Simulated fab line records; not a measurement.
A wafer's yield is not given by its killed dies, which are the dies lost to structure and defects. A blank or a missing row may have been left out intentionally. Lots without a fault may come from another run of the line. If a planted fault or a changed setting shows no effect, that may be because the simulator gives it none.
2 desks looking at one fault | flow berkeleyCmos170 | what lay behind the numbers comes last; until then each desk has only its own

METROLOGY DESK
What the gauges read for every lot (on any tool): the sampled wafers with a number, averaged. The brackets show how far a lot's mean lies from the usual mean; more than 4 standard deviations puts the lot out of limits, marked OUT.
Columns: A = M1_AL_THK at UCB170_M1_THK_MEAS_02, usual 610 nm; B = V2_TEOS_THK at UCB170_V2_THK_MEAS_01, usual 2007 nm; C = cdNm at UCB170_V2_CD_MEAS_90, usual 700.0 nm
lot  | first seen here | A   | B               | C
L117 | day 7 11:35     | 616 | 2026            | 700.5
L118 | day 7 11:46     | 605 | 2022            | 699.6
L120 | day 7 16:55     | 602 | 1976            | 700.9
L119 | day 7 18:44     | 614 | 1986            | 700.0
L121 | day 8 07:40     | 616 | 2003            | 700.4
L123 | day 8 19:31     | 597 | 2207 (+8.0) OUT | 698.3
L129 | day 9 22:55     | 600 | 2014            | 700.4
L130 | day 10 04:33    | 609 | 2072            | 700.2
L131 | day 10 17:05    | 610 | 1996            | 698.4
L134 | day 11 07:00    | 617 | 2059            | 699.5
L136 | day 11 07:48    | 613 | 1988            | 700.2
L139 | day 11 16:46    | 604 | 1979            | 699.1
L138 | day 11 19:56    | 607 | 2023            | 698.9
L140 | day 11 22:12    | 613 | 2023            | 701.0
This desk reports L123 out of limits; the earliest was L123 at day 9 07:21 (V2_TEOS_THK at UCB170_V2_THK_MEAS_01). In limits: L117, L118, L120, L119, L121, L129, L130, L131, L134, L136, L139, L138, L140.

AT THE TOOL OWNER'S DESK: pecvd-03
The tool's own readings at UCB170_V2_CVD_00 (deposits SiO2 from TEOS/O2, target thk 2000 nm, time 250 s): means of the sampled wafers that have a number, for each lot that ran on this tool. The brackets show how far a lot's mean lies from the usual mean; more than 4 standard deviations puts the lot out of limits, marked OUT.
Columns: A = heaterPowerW at UCB170_V2_CVD_00, usual 260 W
lot  | first seen here | A
L119 | day 8 06:21     | 304
L121 | day 8 23:37     | 278
L123 | day 9 07:12     | 308
L130 | day 10 18:10    | 282
This desk's verdict: no lot among the 4 shows anything out of limits.

TAKEN TOGETHER
The metrology desk could have raised an alarm at day 9 07:21, on L123.
The desk of the tool owner found nothing out of limits.
Tool owner's desk: L123 on record, inside its limits.
All the named lots went through UCB170_V2_CVD_00 on pecvd-03.

WHAT THE SIMULATOR HAD PUT IN
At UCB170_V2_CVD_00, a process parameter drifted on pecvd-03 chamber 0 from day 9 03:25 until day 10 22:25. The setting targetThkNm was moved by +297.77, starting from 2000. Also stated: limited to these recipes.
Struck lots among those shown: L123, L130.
Time in hours between the start of the fault and the first out-of-limits reading at each desk: metrology desk, 4.
